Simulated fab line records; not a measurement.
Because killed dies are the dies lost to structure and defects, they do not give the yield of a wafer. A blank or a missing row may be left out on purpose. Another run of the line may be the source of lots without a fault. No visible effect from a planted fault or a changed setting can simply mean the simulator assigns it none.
Which tool did it? | flow ritCmos | route of 202 steps, sampled at 1 step: 7 lots, 21 wafers

== WHAT THE GAUGES READ, wafer by wafer ==
RIT_ACTIVE_THK_MEAS_04.
lot  | measured    | on           | ACTIVE_NITRIDE_THK (nm)
L450 | day 1 19:54 | filmMetro-04 | 152.1 150.8 150.9
L453 | day 2 09:32 | filmMetro-02 | 148.6 148.0 148.7
L455 | day 2 19:34 | filmMetro-03 | 150.5 151.6 152.0
L457 | day 3 05:51 | filmMetro-03 | 149.9 149.6 149.5
L459 | day 3 16:24 | filmMetro-04 | 148.9 149.1 149.8
L469 | day 5 17:32 | filmMetro-02 | 149.6 148.1 149.7
L472 | day 6 08:32 | filmMetro-02 | 151.5 151.7 151.5

== WHICH TOOL RAN EACH LOT (tool, then ch and the chambers of the sampled wafers, then the start) ==
No process step before these readings appears in the record.

== THE ANSWER, worked out from the rows above alone ==
Rule: what is usual is taken from the lots themselves. Put in order of their means at a reading, lots are off if they are a third of the lots or fewer, leave a main group of 4 or more, and stand apart from it by a gap of 3 or more times the standard deviation of the main group's means; of several such gaps the widest counts. The tables above print the reading to a certain number of digits; a main group whose means all agree to those digits is not used. Also off: a lot with no number at a reading for which 4 or more lots have one. The other lots that the step has rows for count as sound.
None of the lots is off at any reading shown; this tells nothing.

== WHAT WAS PUT IN BY THE SIMULATOR ==
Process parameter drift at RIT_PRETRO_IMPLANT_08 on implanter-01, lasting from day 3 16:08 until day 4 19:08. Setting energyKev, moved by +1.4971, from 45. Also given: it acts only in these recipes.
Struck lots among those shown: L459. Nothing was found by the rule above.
